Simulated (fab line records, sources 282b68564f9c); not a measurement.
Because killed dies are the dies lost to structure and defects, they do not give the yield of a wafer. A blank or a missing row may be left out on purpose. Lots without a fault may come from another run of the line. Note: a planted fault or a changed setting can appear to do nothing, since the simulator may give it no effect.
fab line records ; flow rit_cmos
[record] lots = 5; wafers = 15; last_day = 7
route steps=202 shown ACTIVE@19 FOX1@20 FOX2@23 NWELL@28 M1@202
lots that met no fault: from a run of the same line without faults
start_h: hours from the record's first day to the start of the lot's first wafer shown ; wait_h: how many hours have passed since the lot's step before this one ; " identical to the entry in the row above ; L1.1+2: a single row standing in for several wafers ; - no value present, or no start provided ; * or withheld: withheld ; < > ~ a bound
route shown NAME@n: a module of which the file shows steps, and the number in the route of the first ; usual: mean/standard deviation taken from wafers without a fault ; same: alike in all rows ; chamber/n: place in a boat ; sites: readings site by site ; _std_site: the values' standard deviation ; _edge_site: outer sites' mean less inner sites' ; radius_mm: for every site, how far away it sits from the centre of the wafer ; mask NAME#n: copy n ; behind: the most recent tool/chamber to have shaped the wafer ; hold: why the lot went on hold/how many hours it stayed there/how the hold came to an end ; device: transistor that didn't switch, given as n, p or np ; end of line: the tests these same wafers got at the end of their route ; for a step that has no rows: nothing shown but its recipe ; killed: at the first sort, the dies lost to defects and structure; wafer yield is something else ; map: per-die view of a wafer (x killed, . not killed, _ where there is no die)
set.NAME: the run value of the setting; set.NAME@STEP: its run value at that earlier step ; model.NAME: the simulator's own value behind a step, which no gauge read
lots at some steps of the route; a table a step, a row a wafer
services: the hour from which a tool's chamber was out of use, counted from the record's first day as start_h (under 0 if before that day), plus the number of hours and why
[[steps]]
[step RIT_ACTIVE_CLEAN_17]
[recipe] chemistry = SC2; mix = 3:3:50; time_s = 600; temp_c = 75; dry = n2_spin
[step RIT_FOX1_OXIDATION_00]
[recipe] temp_c = 1100; ambient = H2O; target_thk_a = 3507; p_h2o_torr = 720; ox_time_s = 1130
[step RIT_FOX1_THK_MEAS_01]
[recipe] reads = SiO2_of_FOX1_OXIDATION_00
[usual] FOX1_OXIDE_THK = 352/6.3
lot.wafer;tool;chamber;start_h;wait_h;FOX1_OXIDE_THK[nm]
L626.1;film_metro-01;-;48.31;0.0;357
L626.4;film_metro-01;-;48.31;0.0;353
L626.6;film_metro-01;-;48.31;0.0;357
L627.2;film_metro-03;-;52.40;0.0;347
L627.3;film_metro-03;-;52.40;0.0;351
L627.6;film_metro-03;-;52.40;0.0;348
L628.1;film_metro-03;-;56.50;0.0;359
L628.3;film_metro-03;-;56.50;0.0;354
L628.5;film_metro-03;-;56.50;0.0;356
L629.1;film_metro-03;-;60.12;0.0;355
L629.5;film_metro-03;-;60.12;0.0;356
L629.6;film_metro-03;-;60.12;0.0;358
L640.4;film_metro-04;-;113.75;0.0;334
L640.5;film_metro-04;-;113.75;0.0;337
L640.6;film_metro-04;-;113.75;0.0;346
[step RIT_FOX1_WET_ETCH_02]
[recipe] chemistry = BOE; target_depth_nm = 350; time_s = 390; temp_c = 21.5; dry = n2_spin; dilution = 10:1; target = SiO2
[step RIT_FOX2_OXIDATION_00]
[recipe] temp_c = 1100; ambient = H2O; target_thk_a = 3507; p_h2o_torr = 720; ox_time_s = 1130
[step RIT_FOX2_THK_MEAS_01]
[recipe] reads = SiO2_of_FOX2_OXIDATION_00
[usual] FOX2_OXIDE_THK = 354/7.4
lot.wafer;tool;chamber;start_h;wait_h;FOX2_OXIDE_THK[nm]
L626.1;film_metro-03;-;51.07;0.0;343
L626.4;film_metro-03;-;51.07;0.0;344
L626.6;film_metro-03;-;51.07;0.0;341
L627.2;film_metro-02;-;54.49;0.0;354
L627.3;film_metro-02;-;54.49;0.0;356
L627.6;film_metro-02;-;54.49;0.0;353
L628.1;film_metro-04;-;58.80;0.0;352
L628.3;film_metro-04;-;58.80;0.0;350
L628.5;film_metro-04;-;58.80;0.0;351
L629.1;film_metro-03;-;62.90;0.0;364
L629.5;film_metro-03;-;62.90;0.0;358
L629.6;film_metro-03;-;62.90;0.0;362
L640.4;film_metro-04;-;116.75;0.0;354
L640.5;film_metro-04;-;116.75;0.0;350
L640.6;film_metro-04;-;116.75;0.0;358
[step RIT_FOX2_CLEAN_02]
[recipe] chemistry = dHF; dilution = 50:1; time_s = 180
[step RIT_FOX2_WET_ETCH_03]
[recipe] chemistry = H3PO4; target = Si3N4; target_depth_nm = 195; temp_c = 165; time_s = 2700
[step RIT_FOX2_THK_MEAS_90]
[recipe] reads = SiO2_of_FOX2_OXIDATION_00
[usual] FIELD_OXIDE_LEFT_1_THK = 326/7.3
lot.wafer;tool;chamber;start_h;wait_h;FIELD_OXIDE_LEFT_1_THK[nm]
L626.1;film_metro-04;-;51.95;0.0;316
L626.4;film_metro-04;-;51.95;0.0;317
L626.6;film_metro-04;-;51.95;0.0;313
L627.2;film_metro-04;-;55.37;0.0;327
L627.3;film_metro-04;-;55.37;0.0;329
L627.6;film_metro-04;-;55.37;0.0;326
L628.1;film_metro-04;-;59.68;0.0;325
L628.3;film_metro-04;-;59.68;0.0;324
L628.5;film_metro-04;-;59.68;0.0;324
L629.1;film_metro-03;-;63.77;0.0;336
L629.5;film_metro-03;-;63.77;0.0;330
L629.6;film_metro-03;-;63.77;0.0;335
L640.4;film_metro-03;-;117.63;0.0;327
L640.5;film_metro-03;-;117.63;0.0;323
L640.6;film_metro-03;-;117.63;0.0;331
[step RIT_NWELL_HMDS_00]
[recipe] prime_time_s = 60; prime_temp_c = 140
[step RIT_NWELL_COAT_01]
[recipe] resist = NOVOLAK; spin_rpm = 2000; resist_thk_nm = 1300
[step RIT_NWELL_SOFTBAKE_02]
[recipe] resist = NOVOLAK; temp_c = 90; time_s = 60
[step RIT_NWELL_EXPOSE_03]
[recipe] mask_id = M2; na = 0.57; target_cd_nm = 43900; dose_mj = 250
[usual] focus_offset_nm = 0.1/0.52
lot.wafer;tool;chamber;start_h;wait_h;mask;focus_offset_nm;model.NWELL.overlay_x_nm
L626.1;iline_stepper-02;0;52.46;0.1;M2#0;0.3;0.9071
L626.4;iline_stepper-02;0;52.46;0.1;M2#0;0.0;0.9071
L626.6;iline_stepper-02;0;52.46;0.1;M2#0;-0.1;0.9071
L627.2;iline_stepper-02;0;55.89;0.1;M2#0;0.0;-1.291
L627.3;iline_stepper-02;0;55.89;0.1;M2#0;0.3;-1.291
L627.6;iline_stepper-02;0;55.89;0.1;M2#0;0.4;-1.291
L628.1;iline_stepper-01;0;60.37;0.2;M2#0;0.7;1.58
L628.3;iline_stepper-01;0;60.37;0.2;M2#0;0.0;1.58
L628.5;iline_stepper-01;0;60.37;0.2;M2#0;1.2;1.58
L629.1;iline_stepper-02;0;64.41;0.2;M2#0;1.3;-0.5514
L629.5;iline_stepper-02;0;64.41;0.2;M2#0;-0.8;-0.5514
L629.6;iline_stepper-02;0;64.41;0.2;M2#0;0.4;-0.5514
L640.4;iline_stepper-01;0;118.30;0.2;M2#0;-0.3;0.8467
L640.5;iline_stepper-01;0;118.30;0.2;M2#0;-0.1;0.8467
L640.6;iline_stepper-01;0;118.30;0.2;M2#0;0.7;0.8467
[step RIT_NWELL_PEB_04]
[recipe] resist = NOVOLAK; temp_c = withheld; time_s = withheld
[step RIT_M1_PROBE_99]
[usual] killed_at_contacts = 0.1/0.23; killed_at_front_end = 6.2/2.8; killed_dies = 6.3/2.7; killed_open = 3.1/2; killed_short = 3.2/1.8
[same] gross_dies = 264; killed_at_M0_to_M3 = 0; killed_at_M4_up = 0; killed_at_back_side = 0; killed_at_other = 0
lot.wafer;tool;chamber;start_h;wait_h;killed_at_contacts;killed_at_front_end;killed_dies;killed_open;killed_short
L626.1;prober-01;-;93.50;0.1;0;6;6;5;1
L626.4;prober-01;-;93.65;0.2;0;9;9;6;3
L626.6;prober-01;-;93.75;0.2;0;5;5;1;4
L629.1;prober-01;-;105.09;0.1;0;5;5;3;2
L629.5;prober-01;-;105.29;0.2;0;3;3;1;2
L629.6;prober-01;-;105.34;0.2;0;5;5;3;2
L628.1;prober-02;-;106.59;0.1;0;5;5;2;3
L628.3;prober-02;-;106.69;0.2;0;9;9;6;3
L628.5;prober-02;-;106.79;0.2;0;3;3;2;1
L640.4;prober-01;-;156.64;0.2;0;4;4;2;2
L640.5;prober-01;-;156.69;0.2;1;8;9;2;7
L640.6;prober-01;-;156.74;0.2;0;4;4;1;3
// killed by level:class
L626.1 FOX2:geometric_particle:open=2 GATE:geometric_particle:open=2 SPACER:geometric_particle:open=1 SILICIDE:geometric_particle:short=1
L626.4 SPACER:geometric_particle:open=3 GATE:geometric_particle:short=2 GATE:geometric_particle:open=2 FOX2:geometric_particle:open=1 FOX2:geometric_particle:short=1
L626.6 FOX2:geometric_particle:short=2 GATE:geometric_particle:short=2 GATE:geometric_particle:open=1
L629.1 ACTIVE:geometric_particle:short=1 FOX1:geometric_particle:open=1 FOX1:geometric_particle:short=1 FOX2:geometric_particle:open=1 REOX:geometric_particle:open=1
L629.5 GATE:geometric_particle:short=1 SPACER:geometric_particle:open=1 SPACER:geometric_particle:short=1
L629.6 GATE:geometric_particle:open=3 GATE:geometric_particle:short=1 SILICIDE:geometric_particle:short=1
L628.1 FOX1:geometric_particle:short=1 GATE:geometric_particle:open=1 REOX:geometric_particle:open=1 SPACER:geometric_particle:short=1 SILICIDE:geometric_particle:short=1
L628.3 SPACER:geometric_particle:open=4 GATE:geometric_particle:short=3 GATE:geometric_particle:open=2
L628.5 GATE:geometric_particle:open=2 ACTIVE:geometric_particle:short=1
L640.4 GATE:geometric_particle:short=2 GATE:geometric_particle:open=1 SPACER:geometric_particle:open=1
L640.5 GATE:geometric_particle:short=4 GATE:geometric_particle:open=2 SILICIDE:geometric_particle:short=2 CONTACT:geometric_particle:short=1
L640.6 ACTIVE:geometric_particle:short=1 FOX1:geometric_particle:short=1 FOX2:geometric_particle:open=1 GATE:geometric_particle:short=1
[[services]]
tool;chamber;start_h;hours;kind
iline_stepper-02;-;39.52;1.7;pm
iline_stepper-01;-;64.65;1.1;repair
[[key]]
first_sign none at tools or gauges
[model_effect] step = RIT_NWELL_EXPOSE_03; value = NWELL.overlay_x_nm; without = -1.598; struck = 0.8467
met_at RIT_NWELL_EXPOSE_03
struck_wafers L640.4,L640.5,L640.6
tester_left_out L640
onset_between 60.37 118.30
also_fits time
[fault] kind = scanner_matching_overlay; tool = iline_stepper-01; chamber = -; onset_h = 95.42; steps = RIT_NWELL_EXPOSE_03; offset = 2.4449
// tester_left_out: of these lots the tester's yield and bins aren't shown, on N5 and GAA mostly nor the transistor test; their killed dies are dies lost to structure and defects alone, not to doping, threshold or leakage, so they don't give the yield
